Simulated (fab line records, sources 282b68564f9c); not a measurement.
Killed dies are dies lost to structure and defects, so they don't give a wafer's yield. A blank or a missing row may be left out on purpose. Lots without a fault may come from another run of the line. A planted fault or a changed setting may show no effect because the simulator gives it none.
A struck lot beside a sound one | flow rit_cmos | 23 steps out of a route of 202
Sound: wafers L332.2, L332.3, L332.4. Struck: wafers L350.2, L350.4, L350.5. The cause comes at the end.
At each step with rows: each side's tool, then ch and its chambers, then its first start. Under that, the readings that differ: sound wafers | struck wafers | difference of the means | sigmas: that difference in standard deviations of wafers without a fault.
alike: readings whose means differ by less than 2 such deviations, and words and numbers that are the same on both sides. not compared: withheld readings, readings that some wafer has no value for, bounds like >300 that may hide the same value, and numbers for which the record gives no deviation and whose values overlap.
The two part at a step that has a row with sigmas, a row that says differs or no value, or rows on one side only. Numbers that don't overlap but have no deviation are shown without sigmas and don't part them. A reading that every wafer of one side lacks parts them only if that side has two wafers or more.

RIT_SDANNEAL_RS_MEAS_06: measures by four-point-probe.
  sound on film_metro-03, day 3 02:38; struck on film_metro-02, day 6 19:18
  alike: PLDD_RS
RIT_SDANNEAL_RS_MEAS_07: measures by four-point-probe.
  sound on film_metro-03, day 3 02:46; struck on film_metro-02, day 6 19:25
  alike: NLDD_RS
then, 1 step without rows for these wafers: RIT_SILICIDE_WET_ETCH_00 (etches SiO2 in BOE, target depth 14 nm, time 15 s).
RIT_SILICIDE_SPUTTER_01: material Ti, target thk 30 nm, time 231.4 s.
  sound on pvd_sputter-03, day 3 02:52; struck on pvd_sputter-03, day 6 19:32
  alike: throttle_valve_pct
RIT_SILICIDE_RS_MEAS_02: measures by four-point-probe.
  sound on film_metro-03, day 3 03:02; struck on film_metro-04, day 6 19:42
  reading                 | sound          | struck         | difference | sigmas
  SILICIDE_TI_RS (ohm/sq) | 50.1 49.8 50.1 | 51.7 51.9 51.8 | +1.8       | +2
RIT_SILICIDE_THK_MEAS_03: measures by xrf.
  sound on film_metro-03, day 3 03:09; struck on film_metro-04, day 6 19:49
  reading              | sound          | struck         | difference | sigmas
  SILICIDE_TI_THK (nm) | 29.1 29.1 28.9 | 28.0 28.2 28.2 | -0.9       | -2
RIT_SILICIDE_RTA_04: time 10 s, ramp up 5 s, ramp down 5 s.
  sound on rtp_anneal-02 ch 0, day 3 03:13; struck on rtp_anneal-02 ch 0, day 6 19:53
  alike: wafer_temp_C_max
then, 1 step without rows for these wafers: RIT_SILICIDE_WET_ETCH_05 (etches Ti in SPM, time 120 s).
RIT_SILICIDE_RTA_06: time 10 s, ramp up 5 s, ramp down 10 s.
  sound on rtp_anneal-01 ch 0, day 3 03:19; struck on rtp_anneal-01 ch 0, day 6 20:03
  alike: wafer_temp_C_max
RIT_CONTACT_CVD_00: deposits SiO2 from TEOS, target thk 400 nm, time 61 s.
  sound on pecvd-03 ch 0,1, day 3 03:23; struck on pecvd-03 ch 1,2, day 6 20:07
  alike: heater_power_w
RIT_CONTACT_THK_MEAS_01:
  sound on film_metro-03, day 3 03:26; struck on film_metro-04, day 6 20:10
  alike: CONTACT_TEOS_THK
then, 1 step without rows for these wafers: RIT_CONTACT_HMDS_02 (prime time 60 s).
RIT_CONTACT_COAT_03: resist thk 1000 nm.
  sound on litho_track-01 ch 0, day 3 03:40; struck on litho_track-01 ch 0, day 6 20:23
  reading                                      | sound           | struck            | difference | sigmas
  model.NOVOLAK_of_CONTACT_COAT_03.thk_nm (nm) | 994 991.2 995.6 | 953.9 954.4 957.9 | -38.2      |
then, 4 steps without rows for these wafers: RIT_CONTACT_SOFTBAKE_04 (time 60 s); RIT_CONTACT_EXPOSE_05 (exposes mask M11, target cd 1000 nm); RIT_CONTACT_PEB_06; RIT_CONTACT_DEVELOP_07 (develop time 120 s).
RIT_CONTACT_CD_MEAS_08: target cd 1000 nm.
  sound on cd_sem-02, day 3 04:29; struck on cd_sem-01, day 6 21:12
  reading    | sound                | struck               | difference | sigmas
  cd_nm (nm) | 1001.8 1000.0 1001.7 | 1007.5 1007.4 1005.8 | +5.7       | +2
RIT_CONTACT_OVL_MEAS_09:
  sound on overlay-02, day 3 04:35; struck on overlay-02, day 6 21:19
  alike: CONTACT_OVL
then, 1 step without rows for these wafers: RIT_CONTACT_HARDBAKE_10 (time 60 s).
RIT_CONTACT_ETCH_11: etches SiO2 in CHF3/CF4/Ar, stops on TiSi2, target depth 480 nm, time 320 s.
  sound on rie_diel-01 ch 1,2,3, day 3 04:46; struck on rie_diel-01 ch 1,2,3, day 6 21:29
  reading                                      | sound             | struck               | difference | sigmas
  cf4_flow_sccm (sccm)                         | 9.980 9.959 9.985 | 10.000 10.062 10.036 | +0.058     | +2
  model.NOVOLAK_of_CONTACT_COAT_03.thk_nm (nm) | 761.9 758.4 766.6 | 727.2 734.1 730.9    | -31.6      |
  alike: O2_flow_sccm, drypump_motor_current_A, oes_product_au, throttle_valve_pct
  not compared: rf_hours_counter_h
RIT_CONTACT_STRIP_12: strips in O2, time 180 s.
  sound on plasma_asher-04 ch 0,1, day 3 04:58; struck on plasma_asher-04 ch 0,1, day 6 21:41
  alike: drypump_motor_current_A
  not compared: rf_hours_counter_h
RIT_M1_PROBE_99:
  sound on prober-01, day 3 10:05; struck on prober-02, day 7 02:31
  alike: killed_at_M0_to_M3, killed_at_contacts, killed_at_front_end, killed_dies, killed_open, killed_short

WHERE THEY PART
First at RIT_SILICIDE_RS_MEAS_02; last, within this record, at RIT_CONTACT_ETCH_11. Later steps at which nothing parts them and some readings are alike: RIT_CONTACT_STRIP_12, RIT_M1_PROBE_99.

WHY: what the simulator had put in
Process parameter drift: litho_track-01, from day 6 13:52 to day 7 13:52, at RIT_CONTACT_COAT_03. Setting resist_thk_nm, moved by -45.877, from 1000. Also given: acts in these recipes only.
